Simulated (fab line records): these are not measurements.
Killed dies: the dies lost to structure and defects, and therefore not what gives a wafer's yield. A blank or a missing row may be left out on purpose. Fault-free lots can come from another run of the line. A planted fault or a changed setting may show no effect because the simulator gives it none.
A struck lot beside a sound one + flow berkeleyCmos170 + 23 out of 331 route steps
Sound: these wafers, L753.3, L753.5, L753.6. The struck wafers were L752.1, L752.2, L752.4. The cause is given at the end.
For every step that has rows: the tool of each side, followed by ch and its chambers, followed by its first start. Under that, the readings that differ: sound wafers + struck wafers + difference of the means + sigmas: that difference in standard deviations of wafers without a fault.
alike: readings with means less than 2 such deviations apart, plus words and numbers identical on both sides. not compared: withheld readings, readings lacking a value on some wafer, bounds such as >300 that could conceal the same value, and numbers that have no deviation in the record and whose values overlap.
Wherever a step has rows on one side only, a row that says differs or no value, or a row with sigmas, the two part there. Numbers that don't overlap but have no deviation are shown without sigmas and don't part them. A reading missing from all wafers of one side parts the sides only when that side holds two or more wafers.

first, 1 step without rows for these wafers: UCB170_CONTACT_DEVELOP_14 (develop time 45 s).
UCB170_CONTACT_CD_MEAS_15: the cd target is 700 nm.
  sound on cdSem-02, day 7 13:29; struck on cdSem-02, day 7 13:41
  alike: cdNm
UCB170_CONTACT_OVL_MEAS_16:
  sound on overlay-01, day 7 13:35; struck on overlay-02, day 7 13:49
  alike: CONTACT_OVL
UCB170_CONTACT_ETCH_17: etches BARC in N2/H2.
  sound on rieDiel-01 ch 0,3, day 7 13:36; struck on rieDiel-03 ch 0,2,3, day 7 13:50
  alike: drypumpMotorCurrentA, oesProductAu, throttleValvePct
UCB170_CONTACT_ETCH_18: etches PSG in CHF3/CF4/Ar, stops on TiSi2, target depth 840 nm, time 195 s.
  sound: rieDiel-01 ch 0,3; struck: rieDiel-03 ch 0,2,3
  alike: drypumpMotorCurrentA, oesProductAu, throttleValvePct
  not compared: rfHoursCounterH
UCB170_CONTACT_STRIP_19: strips in O2.
  sound on plasmaAsher-04 ch 0,1, day 7 13:48; struck on plasmaAsher-02 ch 0,1, day 7 14:01
  alike: drypumpMotorCurrentA, oesProductAu
  not compared: rfHoursCounterH
UCB170_CONTACT_CD_MEAS_90: the cd target is 700 nm.
  sound on cdSem-02, day 7 14:05; struck on cdSem-02, day 7 14:17
| reading   | sound             | struck            | difference | sigmas |
|-----------|-------------------|-------------------|------------|--------|
| cdNm (nm) | 700.0 698.4 699.7 | 702.7 701.0 703.6 | +3.1       | +2     |
then, 2 steps without rows for these wafers: UCB170_CONTACT_CLEAN_20 (cleans in SPM, time 600 s); UCB170_M1_SPUTTER_00 (material Al, target thk 600 nm, time 80 s).
UCB170_M1_RS_MEAS_01: a four-point-probe measurement.
  sound on filmMetro-03, day 7 14:26; struck on filmMetro-01, day 7 14:38
  alike: M1_AL_RS
UCB170_M1_THK_MEAS_02: measures by xrf.
  sound on filmMetro-03, day 7 14:32; struck on filmMetro-01, day 7 14:46
  alike: M1_AL_THK
following that, these wafers have no rows for 1 step: UCB170_M1_COAT_03.
UCB170_M1_COAT_04: resist thk 900 nm.
  sound on lithoTrack-03 ch 0, day 7 14:00; struck on lithoTrack-03 ch 0, day 7 15:00
| reading                            | sound                | struck               | difference | sigmas      |
|------------------------------------|----------------------|----------------------|------------|-------------|
| spinSpeedRpm (rpm)                 | 1499.5 1498.9 1499.2 | 1756.2 1755.9 1757.9 | +257.5     | +99 or more |
| model.KrF_of_M1_COAT_04.thkNm (nm) | 902.6 898.7 903.5    | 830.5 830.5 832.9    | -70.3      |             |
then, 4 steps without rows for these wafers: UCB170_M1_SOFTBAKE_05 (time 60 s); UCB170_M1_EXPOSE_06 (exposes mask METAL1, target cd 700 nm); UCB170_M1_PEB_07; UCB170_M1_DEVELOP_08 (develop time 45 s).
UCB170_M1_CD_MEAS_09: the cd target is 700 nm.
  sound on cdSem-02, day 7 15:36; struck on cdSem-02, day 7 16:07
  alike: cdNm
UCB170_M1_OVL_MEAS_10:
  sound on overlay-01, day 7 15:42; struck on overlay-02, day 7 16:14
  alike: M1_OVL
UCB170_M1_ETCH_11: etches BARC in N2/H2.
  sound on rieDiel-01 ch 0,1, day 7 15:43; struck on rieDiel-04 ch 1,2,3, day 7 16:16
  alike: drypumpMotorCurrentA, oesProductAu, throttleValvePct
UCB170_M1_METAL_ETCH_12: etches Al in Cl2/BCl3, stops on PSG, target depth 780 nm, time 130 s.
  sound on rieMetal-03 ch 0,1, day 7 15:49; struck on rieMetal-04 ch 0,1, day 7 16:19
| reading                            | sound             | struck            | difference | sigmas |
|------------------------------------|-------------------|-------------------|------------|--------|
| model.KrF_of_M1_COAT_04.thkNm (nm) | 443.7 441.5 443.2 | 379.9 360.2 366.4 | -74.0      |        |
  alike: drypumpMotorCurrentA, heBacksideLeakSccm, oesProductAu, throttleValvePct
  not compared: rfHoursCounterH
UCB170_M1_STRIP_13: strips in O2.
  sound on plasmaAsher-01 ch 0,1, day 7 15:56; struck on plasmaAsher-04 ch 0,1, day 7 16:27
| reading             | sound             | struck            | difference | sigmas |
|---------------------|-------------------|-------------------|------------|--------|
| oesProductAu (a.u.) | 0.717 0.720 0.717 | 0.714 0.701 0.700 | -0.013     | -3     |
  alike: drypumpMotorCurrentA
  not compared: rfHoursCounterH
UCB170_M3_PROBE_99:
  sound wafers here have rows in the record (prober-02, day 8 09:10); struck ones have none

## WHERE THEY PART
At UCB170_CONTACT_CD_MEAS_90 first; at UCB170_M3_PROBE_99 last (within this record only).

WHY: what had been put in by the simulator
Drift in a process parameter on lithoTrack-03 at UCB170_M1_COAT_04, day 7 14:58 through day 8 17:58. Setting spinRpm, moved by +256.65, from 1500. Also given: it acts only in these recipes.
